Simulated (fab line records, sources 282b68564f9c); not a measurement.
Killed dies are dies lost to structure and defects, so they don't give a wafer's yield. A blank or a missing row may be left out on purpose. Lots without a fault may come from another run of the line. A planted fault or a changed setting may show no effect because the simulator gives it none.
A struck lot beside a sound one | flow rit_cmos | 15 steps out of a route of 202
Sound: wafers L765.1, L765.2, L765.5. Struck: wafer L778.4. (L778.1, L778.6 of the same lot were not struck and are left out.) The cause comes at the end.
At each step with rows: each side's tool, then ch and its chambers, then its first start. Under that, the readings that differ: sound wafers | struck wafers | difference of the means | sigmas: that difference in standard deviations of wafers without a fault.
alike: readings whose means differ by less than 2 such deviations, and words and numbers that are the same on both sides. not compared: withheld readings, readings that some wafer has no value for, bounds like >300 that may hide the same value, and numbers for which the record gives no deviation and whose values overlap.
The two part at a step that has a row with sigmas, a row that says differs or no value, or rows on one side only. Numbers that don't overlap but have no deviation are shown without sigmas and don't part them. A reading that every wafer of one side lacks parts them only if that side has two wafers or more.

first, 2 steps without rows for these wafers: RIT_PLDD_PEB_04; RIT_PLDD_DEVELOP_05 (develop time 50 s).
RIT_PLDD_OVL_MEAS_06:
  sound on overlay-01, day 2 23:23; struck on overlay-02, day 5 16:29
  alike: PLDD_OVL
then, 2 steps without rows for these wafers: RIT_PLDD_HARDBAKE_07 (time 60 s); RIT_PLDD_IMPLANT_08.
RIT_PLDD_STRIP_09: strips in O2, time 180 s.
  sound on plasma_asher-02 ch 0,1, day 2 23:44; struck on plasma_asher-03 ch 0, day 5 16:49
  reading                     | sound       | struck | difference | sigmas
  drypump_motor_current_A (A) | 6.0 5.8 5.7 | 5.0    | -0.8       | -2
  not compared: rf_hours_counter_h
RIT_PLDD_TW_MEAS_10:
  sound on film_metro-02, day 2 23:54; struck on film_metro-04, day 5 17:00
  alike: PLDD_TW
then, 4 steps without rows for these wafers: RIT_SPACER_CLEAN_00 (cleans in SC1, time 600 s); RIT_SPACER_CLEAN_01 (cleans in dHF, time 30 s); RIT_SPACER_CLEAN_02 (cleans in SC2, time 600 s); RIT_SPACER_CVD_03 (deposits Si3N4 from SiH2Cl2/NH3, target thk 250 nm, time 3300 s).
RIT_SPACER_THK_MEAS_04:
  sound on film_metro-03, day 3 02:14; struck on film_metro-04, day 5 19:22
  alike: SPACER_NITRIDE_THK
RIT_SPACER_ETCHBACK_05: etches Si3N4 in SF6/CHF3, stops on SiO2, target depth 250 nm, time 240 s.
  sound on rie_diel-02 ch 0,1,3, day 3 02:18; struck on rie_diel-02 ch 2, day 5 19:25
  reading               | sound             | struck | difference | sigmas
  oes_product_au (a.u.) | 0.868 0.847 0.843 | 0.901  | +0.048     | +4
  alike: drypump_motor_current_A, throttle_valve_pct
  not compared: rf_hours_counter_h
then, 1 step without rows for these wafers: RIT_NSD_HMDS_00 (prime time 60 s).
RIT_M1_PROBE_99:
  sound on prober-01, day 3 13:22; struck on prober-02, day 6 10:01
  reading                                | sound             | struck | difference | sigmas
  model.etest.nmos_0p15.r_on_ohm_um      | 1121 1147 1124    | 1068   | -63        |
  model.etest.pwell_pinched.rs_ohm_sq    | 449.4 453.4 450.1 | 456    | +5         |
  model.etest.nwell_pinched.rs_ohm_sq    | 341.9 338 339.5   | 332.5  | -7.3       |
  model.etest.nmos_0p15.tox_inv_nm (nm)  | 4.408 4.394 4.389 | 4.533  | +0.136     |
  model.etest.diode_nplus_comb.cj_ff_um2 | 2.632 2.652 2.632 | 2.578  | -0.061     |
  alike: killed_at_contacts, killed_at_front_end, killed_dies, killed_on_rim, killed_open, killed_short

WHERE THEY PART
First at RIT_PLDD_STRIP_09; last, within this record, at RIT_SPACER_ETCHBACK_05. Later steps at which nothing parts them and some readings are alike: RIT_M1_PROBE_99.

WHY: what the simulator had put in
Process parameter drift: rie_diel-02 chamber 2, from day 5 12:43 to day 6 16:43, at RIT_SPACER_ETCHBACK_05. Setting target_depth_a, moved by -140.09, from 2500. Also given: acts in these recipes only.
